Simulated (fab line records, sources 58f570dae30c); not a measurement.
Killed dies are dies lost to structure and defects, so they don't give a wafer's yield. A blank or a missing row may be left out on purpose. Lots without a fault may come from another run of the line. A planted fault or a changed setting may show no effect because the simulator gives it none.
Which tool did it? | flow berkeley_cmos170 | 15 lots, 45 wafers sampled, at 2 steps of a route of 331

WHAT THE GAUGES READ, wafer by wafer
UCB170_M2_CD_MEAS_15: target cd 700 nm. Usual: cd_nm 699.9 nm, standard deviation 1.3.
lot  | measured     | on        | cd_nm (nm)        | flag
L679 | day 7 11:39  | cd_sem-01 | 699.9 698.2 700.2 |
L678 | day 7 11:55  | cd_sem-02 | 698.1 699.8 699.0 |
L680 | day 8 05:50  | cd_sem-01 | 700.5 700.2 699.0 |
L682 | day 8 16:41  | cd_sem-02 | 697.7 696.4 697.8 |
L684 | day 9 02:16  | cd_sem-01 | 697.5 699.7 699.6 |
L685 | day 9 02:32  | cd_sem-01 | 699.9 699.4 700.0 |
L687 | day 9 14:55  | cd_sem-02 | 702.7 702.2 701.0 |
L688 | day 10 07:37 | cd_sem-01 | 699.4 698.8 700.3 |
L690 | day 10 07:49 | cd_sem-02 | 697.5 698.4 698.4 |
L693 | day 10 22:07 | cd_sem-02 | 701.5 701.6 702.0 |
L695 | day 11 02:28 | cd_sem-02 | 698.9 697.7 697.7 |
L694 | day 11 02:43 | cd_sem-01 | 699.7 700.6 700.7 |
L698 | day 11 20:38 | cd_sem-02 | 699.7 700.6 700.2 |
L700 | day 12 00:06 | cd_sem-01 | 700.3 701.2 700.7 |
L701 | day 12 04:40 | cd_sem-02 | 698.1 699.0 698.7 |

WHICH TOOL RAN EACH LOT (tool, then ch and the chambers of the sampled wafers, then the start)
lot  | UCB170_M1_ETCH_11
L679 | rie_diel-04 ch 0,1,2, day 6 21:21
L678 | rie_diel-03 ch 1,3, day 6 21:36
L680 | rie_diel-03 ch 1,2, day 7 17:16
L682 | rie_diel-04 ch 0,3, day 8 04:17
L684 | rie_diel-03 ch 1,2,3, day 8 15:19
L685 | rie_diel-01 ch 2,3, day 8 15:52
L687 | rie_diel-01 ch 1,2,3, day 9 05:44
L688 | rie_diel-04 ch 0,1, day 9 21:32
L690 | rie_diel-03 ch 1,2,3, day 9 22:23
L693 | rie_diel-04 ch 0,1,2, day 10 11:28
L695 | rie_diel-04 ch 0,2,3, day 10 15:26
L694 | rie_diel-04 ch 2,3, day 10 15:45
L698 | rie_diel-04 ch 1,2, day 11 11:10
L700 | rie_diel-01 ch 1,2,3, day 11 15:21
L701 | rie_diel-01 ch 0,1,3, day 11 18:31
- UCB170_M1_ETCH_11: etches BARC in N2/H2.

WHAT THE TOOLS THEMSELVES READ (means of the sampled wafers that have a number; where no wafer has one, the mark that the record gives instead)
UCB170_M1_ETCH_11. Usual: chamber_pressure_mTorr 29.998 mTorr, standard deviation 0.027; drypump_motor_current_A 5.7 A, standard deviation 0.51; h2_flow_sccm 200.1 sccm, standard deviation 0.62; oes_product_au 1.007 a.u., standard deviation 0.028; throttle_valve_pct 13.35 %, standard deviation 0.22.
lot  | tool        | chamber_pressure_mTorr (mTorr) | drypump_motor_current_A (A) | h2_flow_sccm (sccm) | oes_product_au (a.u.) | throttle_valve_pct (%) | flag
L679 | rie_diel-04 | 29.979                         | 5.2                         | 200.0               | 1.019                 | 13.46                  |
L678 | rie_diel-03 | 30.012                         | 5.8                         | 199.6               | 0.987                 | 13.52                  |
L680 | rie_diel-03 | 30.003                         | 5.8                         | 199.8               | 1.001                 | 13.55                  |
L682 | rie_diel-04 | 29.973                         | 5.9                         | 200.0               | 1.009                 | 13.32                  |
L684 | rie_diel-03 | 29.990                         | 5.9                         | 200.2               | 0.997                 | 13.55                  |
L685 | rie_diel-01 | 30.031                         | 5.8                         | 199.7               | 1.027                 | 13.26                  |
L687 | rie_diel-01 | 29.982                         | 5.8                         | 200.3               | 1.022                 | 13.22                  |
L688 | rie_diel-04 | 30.006                         | 4.9                         | 199.9               | 0.974                 | 13.34                  |
L690 | rie_diel-03 | 29.991                         | 5.9                         | 199.9               | 0.997                 | 13.56                  |
L693 | rie_diel-04 | 29.992                         | 5.2                         | 200.2               | 1.008                 | 13.47                  |
L695 | rie_diel-04 | 45.028                         | 5.7                         | 200.2               | 0.994                 | 13.44                  | OFF
L694 | rie_diel-04 | 44.981                         | 5.9                         | 199.5               | 1.024                 | 13.61                  | OFF
L698 | rie_diel-04 | 44.997                         | 5.1                         | 199.8               | 0.964                 | 13.50                  | OFF
L700 | rie_diel-01 | 29.974                         | 5.8                         | 200.1               | 1.020                 | 13.21                  |
L701 | rie_diel-01 | 30.001                         | 5.6                         | 200.3               | 1.007                 | 13.09                  |

THE ANSWER, worked out from the rows above alone
Rule: a lot is off if the mean of its wafers that have a number lies more than 3 standard deviations from the usual mean. A lot without any number at a reading at which 4 lots or more have one is off too. The other lots that the step has rows for count as sound. The gauges are gone through in route order, then the tools' own readings, and for those a lot's mean is taken as printed above. The first step at which some lot is off is used, and at that step the reading that is off furthest; a lot without a number counts as furthest.
Off: L695, L694, L698, at UCB170_M1_ETCH_11 (chamber_pressure_mTorr).
A tool fits if, at that step or a process step before it, it ran every lot that is off, and no sound lot after the first of them. One fits: rie_diel-04 at UCB170_M1_ETCH_11. Its last sound lot is L693 (day 10 11:28), its first lot that is off L695 (day 10 15:26): a fault that began between those two fits.
The tool's own readings at UCB170_M1_ETCH_11 bear it out: on the lots that are off they differ by more than 5 times the standard deviation of the sound lots' means. chamber_pressure_mTorr reads 45.002 mTorr there against 29.994 mTorr on the sound lots.

WHAT THE SIMULATOR HAD PUT IN
Process parameter drift: rie_diel-04, from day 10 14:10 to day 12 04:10, at UCB170_M1_ETCH_11. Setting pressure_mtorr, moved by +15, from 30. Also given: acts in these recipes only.
Lots struck among those shown: L695, L694, L698. The rule above found the same.
